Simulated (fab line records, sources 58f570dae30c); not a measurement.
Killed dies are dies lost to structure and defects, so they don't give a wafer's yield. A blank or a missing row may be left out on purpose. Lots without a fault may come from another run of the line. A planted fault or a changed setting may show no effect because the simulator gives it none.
Which tool did it? | flow berkeley_cmos170 | 14 lots, 42 wafers sampled, at 6 steps of a route of 331

WHAT THE GAUGES READ, wafer by wafer
UCB170_PWELL_TW_MEAS_17.
lot  | measured    | on            | PWELL_TW
L610 | day 3 11:21 | film_metro-01 | 374.9 374.4 376.7
L613 | day 3 19:36 | film_metro-03 | 378.9 378.6 377.5
L612 | day 3 19:49 | film_metro-03 | 378.8 379.3 378.3
L614 | day 4 11:58 | film_metro-02 | 381.0 380.5 379.7
L615 | day 4 12:11 | film_metro-02 | 381.0 381.5 382.5
L616 | day 4 18:00 | film_metro-01 | 374.1 377.5 373.5
L617 | day 5 04:23 | film_metro-02 | 380.4 378.9 379.4
L618 | day 5 04:37 | film_metro-01 | 374.5 374.2 375.5
L622 | day 5 22:13 | film_metro-02 | 380.9 383.7 378.8
L625 | day 6 13:26 | film_metro-03 | 377.9 377.3 375.0
L626 | day 7 01:34 | film_metro-03 | 378.3 376.1 377.9
L628 | day 7 14:03 | film_metro-02 | 376.2 377.2 377.9
L629 | day 7 14:17 | film_metro-03 | 376.5 376.9 375.4
L631 | day 8 03:26 | film_metro-02 | 378.0 378.3 379.4

UCB170_NVT_OVL_MEAS_06.
lot  | measured     | on         | NVT_OVL (nm)
L610 | day 6 07:45  | overlay-01 | -8 -5 -1
L613 | day 7 09:16  | overlay-01 | -20 -14 -11
L612 | day 7 09:23  | overlay-02 | -1 -6 -7
L614 | day 8 03:38  | overlay-01 | 0 -2 0
L615 | day 8 03:24  | overlay-02 | 5 6 8
L616 | day 8 03:46  | overlay-02 | -1 -4 -2
L617 | day 8 15:58  | overlay-01 | 1 6 8
L618 | day 8 15:38  | overlay-02 | -10 -9 -3
L622 | day 9 07:34  | overlay-02 | -6 -8 7
L625 | day 10 02:57 | overlay-02 | 0 -6 -4
L626 | day 10 09:09 | overlay-01 | 0 2 6
L628 | day 10 15:50 | overlay-02 | -4 1 1
L629 | day 10 15:35 | overlay-01 | -11 -8 -21
L631 | day 11 05:42 | overlay-02 | -5 2 3

UCB170_NLDD_OVL_MEAS_07.
lot  | measured     | on         | NLDD_OVL (nm)
L610 | day 7 07:10  | overlay-01 | -4 -8 -3
L613 | day 8 13:24  | overlay-02 | 5 16 11
L612 | day 8 14:08  | overlay-01 | 7 9 6
L614 | day 8 23:19  | overlay-01 | 3 1 -1
L615 | day 8 22:20  | overlay-01 | 4 2 3
L616 | day 8 23:08  | overlay-02 | 5 6 4
L617 | day 9 14:12  | overlay-02 | -2 -5 -4
L618 | day 9 13:57  | overlay-01 | 4 -2 -1
L622 | day 10 00:24 | overlay-01 | 7 2 4
L625 | day 10 23:31 | overlay-01 | -2 6 -7
L626 | day 11 08:22 | overlay-02 | 6 0 3
L628 | day 11 15:12 | overlay-02 | 4 2 0
L629 | day 11 14:55 | overlay-01 | 8 7 3
L631 | day 12 05:58 | overlay-01 | 1 -1 -4

UCB170_NLDD_TW_MEAS_11.
lot  | measured     | on            | NLDD_TW
L610 | day 7 07:36  | film_metro-01 | 2193 2208 2200
L613 | day 8 13:50  | film_metro-01 | 2197 2185 2189
L612 | day 8 14:34  | film_metro-01 | 2185 2205 2185
L614 | day 8 23:45  | film_metro-01 | 2181 2190 2201
L615 | day 8 22:47  | film_metro-01 | 2194 2197 2198
L616 | day 8 23:35  | film_metro-01 | 2193 2197 2191
L617 | day 9 14:38  | film_metro-04 | 2216 2200 2215
L618 | day 9 14:23  | film_metro-02 | 2233 2228 2232
L622 | day 10 00:50 | film_metro-01 | 2189 2186 2191
L625 | day 10 23:56 | film_metro-01 | 2092 2100 2090
L626 | day 11 08:47 | film_metro-02 | 2120 2120 2119
L628 | day 11 15:38 | film_metro-02 | 2218 2210 2220
L629 | day 11 15:22 | film_metro-04 | 2220 2224 2218
L631 | day 12 06:25 | film_metro-01 | 2203 2204 2217

UCB170_SDANNEAL_RS_MEAS_05: measures by four-point-probe.
lot  | measured     | on            | NLDD_RS (ohm/sq)
L610 | day 8 01:24  | film_metro-04 | 615.3 617.6 615.6
L613 | day 9 00:11  | film_metro-04 | 616.8 616.9 617.2
L612 | day 9 00:44  | film_metro-01 | 616.3 615.9 615.5
L614 | day 9 13:11  | film_metro-04 | 615.6 614.6 615.6
L615 | day 9 10:40  | film_metro-04 | 613.1 612.8 614.9
L616 | day 9 11:35  | film_metro-04 | 616.0 615.5 615.2
L617 | day 10 01:49 | film_metro-02 | 618.7 617.5 619.0
L618 | day 10 01:16 | film_metro-04 | 615.9 617.3 616.1
L622 | day 10 12:38 | film_metro-01 | 616.7 615.9 616.2
L625 | day 11 13:35 | film_metro-02 | 539.8 537.5 538.4
L626 | day 11 20:11 | film_metro-04 | 538.6 539.2 537.6
L628 | day 12 05:55 | film_metro-04 | 615.9 615.4 615.3
L629 | day 12 05:28 | film_metro-02 | 615.7 616.0 613.1
L631 | day 12 19:05 | film_metro-02 | 615.7 616.5 615.7

WHICH TOOL RAN EACH LOT (tool, then ch and the chambers of the sampled wafers, then the start)
lot  | UCB170_NLDD_IMPLANT_08
L610 | implanter-02 ch 0, day 7 07:13
L613 | implanter-01 ch 0, day 8 13:26
L612 | implanter-01 ch 0, day 8 14:11
L614 | implanter-04 ch 0, day 8 23:22
L615 | implanter-01 ch 0, day 8 22:24
L616 | implanter-01 ch 0, day 8 23:13
L617 | implanter-02 ch 0, day 9 14:16
L618 | implanter-04 ch 0, day 9 13:59
L622 | implanter-04 ch 0, day 10 00:26
L625 | implanter-02 ch 0, day 10 23:32
L626 | implanter-02 ch 0, day 11 08:23
L628 | implanter-01 ch 0, day 11 15:15
L629 | implanter-04 ch 0, day 11 14:58
L631 | implanter-04 ch 0, day 12 06:01
- UCB170_NLDD_IMPLANT_08

WHAT THE TOOLS THEMSELVES READ (means of the sampled wafers that have a number; where no wafer has one, the mark that the record gives instead)
UCB170_NLDD_IMPLANT_08.
lot  | tool         | dose_ions_cm2 | tilt_deg (degrees)
L610 | implanter-02 | 5e+13         | 7.008
L613 | implanter-01 | 5e+13         | 7.020
L612 | implanter-01 | 5e+13         | 6.998
L614 | implanter-04 | 5e+13         | 7.019
L615 | implanter-01 | 5e+13         | 6.979
L616 | implanter-01 | 5e+13         | 7.009
L617 | implanter-02 | 5e+13         | 6.979
L618 | implanter-04 | 5e+13         | 7.020
L622 | implanter-04 | 5e+13         | 7.001
L625 | implanter-02 | 5e+13         | -0.024
L626 | implanter-02 | 5e+13         | -0.015
L628 | implanter-01 | 5e+13         | 7.009
L629 | implanter-04 | 5e+13         | 6.977
L631 | implanter-04 | 5e+13         | 6.998

THE ANSWER, worked out from the rows above alone
Rule: what is usual is taken from the lots themselves. Put in order of their means at a reading, lots are off if they are a third of the lots or fewer, leave a main group of 4 or more, and stand apart from it by a gap of 3 or more times the standard deviation of the main group's means; of several such gaps the widest counts. A main group whose means are all the same, to the digits that the tables above print for the reading, isn't used. A lot without any number at a reading at which 4 lots or more have one is off too. The other lots that the step has rows for count as sound. The gauges are gone through in route order, then the tools' own readings, and for those a lot's mean is taken as printed above. The first step at which some lot is off is used, and at that step the reading that is off furthest; a lot without a number counts as furthest.
Off: L625, L626, at UCB170_NLDD_TW_MEAS_11 (NLDD_TW). The main group: mean 2203, standard deviation 13.
A tool fits if, at a process step before that reading, it ran every lot that is off, and no sound lot after the first of them. The gauges at UCB170_NLDD_TW_MEAS_11 aren't tried: what is off there is off at UCB170_NLDD_IMPLANT_08 too, on other tools, and a gauge's error can't cause that. One fits: implanter-02 at UCB170_NLDD_IMPLANT_08. Its last sound lot is L617 (day 9 14:16), its first lot that is off L625 (day 10 23:32): a fault that began between those two fits.
The tool's own readings at UCB170_NLDD_IMPLANT_08 bear it out: on the lots that are off they differ by more than 5 times the standard deviation of the sound lots' means. tilt_deg reads -0.019 degrees there against 7.001 degrees on the sound lots.

WHAT THE SIMULATOR HAD PUT IN
Process parameter drift: implanter-02, from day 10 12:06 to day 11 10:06, at UCB170_NLDD_IMPLANT_08. Setting tilt_deg, moved by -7, from 7. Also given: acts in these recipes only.
Lots struck among those shown: L625, L626. The rule above found the same.
